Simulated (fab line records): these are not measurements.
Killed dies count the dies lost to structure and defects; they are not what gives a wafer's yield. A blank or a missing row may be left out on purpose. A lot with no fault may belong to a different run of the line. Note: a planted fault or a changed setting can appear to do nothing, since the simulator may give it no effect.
Which of the tools did it?    flow rit_cmos    7 lots with 21 wafers sampled at 2 steps, on a route of 202 steps

## WHAT THE GAUGES SHOWED, per wafer
RIT_SDANNEAL_RS_MEAS_04: measurement is done with a four-point probe.
lot   measured     on             PSD_RS (ohm/sq)
L898  day 3 12:55  film_metro-03  116.32 116.03 116.32
L901  day 4 03:33  film_metro-02  113.65 113.64 113.80
L903  day 4 13:32  film_metro-02  113.90 113.76 113.91
L910  day 6 00:22  film_metro-02  115.89 115.74 115.91
L914  day 7 00:41  film_metro-03  115.94 115.58 115.50
L916  day 7 10:39  film_metro-03  115.84 115.78 116.04
L919  day 8 08:52  film_metro-02  115.80 115.71 115.86

## WHICH TOOL RAN EACH LOT (tool, then ch and the chambers of the sampled wafers, then the start)
lot   RIT_SDANNEAL_RTA_03
L898  rtp_anneal-02 ch 0, day 3 12:52
L901  rtp_anneal-01 ch 0, day 4 03:28
L903  rtp_anneal-01 ch 0, day 4 13:29
L910  rtp_anneal-02 ch 0, day 6 00:19
L914  rtp_anneal-02 ch 0, day 7 00:37
L916  rtp_anneal-02 ch 0, day 7 10:35
L919  rtp_anneal-01 ch 0, day 8 08:47
- RIT_SDANNEAL_RTA_03: time 5 s.

## THE ANSWER, worked out from the rows above alone
Rule: the usual values come from the lots themselves. Put in order of their means at a reading, lots are off if they are a third of the lots or fewer, leave a main group of 4 or more, and stand apart from it by a gap of 3 or more times the standard deviation of the main group's means; of several such gaps the widest counts. A main group whose means are all the same, to the digits that the tables above print for the reading, isn't used. A lot without any number at a reading at which 4 lots or more have one is off too. Any other lot the step has rows for is counted as sound.
Off: L901, L903, at RIT_SDANNEAL_RS_MEAS_04 (PSD_RS). The main group has a mean of 115.88 ohm/sq with a standard deviation of 0.18.
A tool fits if, at a process step before that reading, it ran every lot that is off, and no sound lot after the first of them. Those tools and the gauges at RIT_SDANNEAL_RS_MEAS_04 are tried in the same way. None of those tried fits.

## WHAT THE SIMULATOR HAD INSERTED
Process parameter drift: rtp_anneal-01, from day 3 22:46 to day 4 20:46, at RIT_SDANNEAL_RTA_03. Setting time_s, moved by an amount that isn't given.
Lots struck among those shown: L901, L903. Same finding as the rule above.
